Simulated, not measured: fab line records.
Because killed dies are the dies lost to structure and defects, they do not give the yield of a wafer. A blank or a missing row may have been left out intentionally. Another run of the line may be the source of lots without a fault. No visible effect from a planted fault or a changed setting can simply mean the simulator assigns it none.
One fault seen from 2 desks / flow berkeley_cmos170 / each desk holds nothing but its own numbers, with what lay behind them at the end

== FROM THE METROLOGY DESK ==
Lot by lot, what the gauges showed, no matter which tool ran the lot: averages of those sampled wafers that carry a number. Marked OUT: a lot whose mean sits more than 4 standard deviations from the usual mean, which makes it out of limits; the brackets give that distance.
Columns: A = cd_nm at UCB170_V1_CD_MEAS_12, usual 699.8 nm; B = V2_OVL at UCB170_V2_OVL_MEAS_13, usual -1 nm; C = cd_nm at UCB170_V2_CD_MEAS_90, usual 700.2 nm
lot=L623; first seen here=day 8 04:23; A=701.7; B=1; C=700.0
lot=L627; first seen here=day 9 08:47; A=701.4; B=-1; C=701.7
lot=L624; first seen here=day 9 10:25; A=701.1; B=3; C=701.4
lot=L626; first seen here=day 9 11:45; A=700.7; B=-5; C=695.3
lot=L631; first seen here=day 10 03:06; A=697.7; B=-3; C=700.5
lot=L633; first seen here=day 10 10:32; A=700.2; B=-5; C=702.4
lot=L634; first seen here=day 10 22:22; A=698.7; B=2; C=701.6
lot=L635; first seen here=day 10 22:35; A=700.4; B=-3; C=700.5
lot=L637; first seen here=day 11 22:12; A=699.2; B=3; C=698.7
lot=L638; first seen here=day 11 22:30; A=701.7; B=-8; C=698.9
lot=L642; first seen here=day 12 17:38; A=698.8; B=-2; C=698.6
lot=L643; first seen here=day 13 23:25; A=699.3; B=4; C=699.9
lot=L645; first seen here=day 14 17:16; A=701.6; B=-5; C=698.2
lot=L646; first seen here=day 14 17:33; A=696.8; B=-2; C=700.7
This desk's verdict: no lot among the 14 shows anything out of limits.

== TOOL OWNER'S DESK, rie_metal-01 ==
The tool's own readings at UCB170_M3_METAL_ETCH_18 (etches Al in Cl2/BCl3, stops on SiO2, target depth 1170 nm, time 195 s): means of the sampled wafers that have a number, for each lot that ran on this tool. Marked OUT: a lot whose mean sits more than 4 standard deviations from the usual mean, which makes it out of limits; the brackets give that distance.
Columns: A = drypump_motor_current_A at UCB170_M3_METAL_ETCH_18, usual 5.4 A; B = oes_product_au at UCB170_M3_METAL_ETCH_18, usual 0.853 a.u.; C = run_length_s at UCB170_M3_METAL_ETCH_18, usual 223.0 s; D = throttle_valve_pct at UCB170_M3_METAL_ETCH_18, usual 24.48 %
lot=L623; first seen here=day 8 13:54; A=4.9; B=0.852; C=223.4; D=24.61
lot=L626; first seen here=day 9 21:43; A=4.9; B=0.854; C=223.0; D=24.55
lot=L631; first seen here=day 10 13:38; A=5.0; B=0.718 (-8.0) OUT; C=293.4 (+99 or more) OUT; D=24.63
lot=L633; first seen here=day 10 18:30; A=4.9; B=0.721 (-7.8) OUT; C=293.6 (+99 or more) OUT; D=24.61
lot=L646; first seen here=day 15 02:25; A=4.8; B=0.852; C=223.7; D=24.61
This desk's verdict: out of limits on L631, L633, starting with L631 at day 10 13:38 (oes_product_au at UCB170_M3_METAL_ETCH_18). L623, L626, L646 stayed within limits.

== TAKEN TOGETHER ==
On L631, L633, at day 10 13:38, an alarm was possible from the tool owner's desk.
Metrology desk: nothing out of limits seen.
The metrology desk holds a record of L631, L633, inside its limits.
On rie_metal-01, each named lot ran UCB170_M3_METAL_ETCH_18.

== WHAT WAS PUT IN BY THE SIMULATOR ==
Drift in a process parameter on rie_metal-01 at UCB170_M3_METAL_ETCH_18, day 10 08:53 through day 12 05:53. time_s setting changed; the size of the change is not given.
Struck lots among those shown: L631, L633.
Delay in hours, fault start to first out-of-limits reading, by desk: the tool owner's desk at 5.
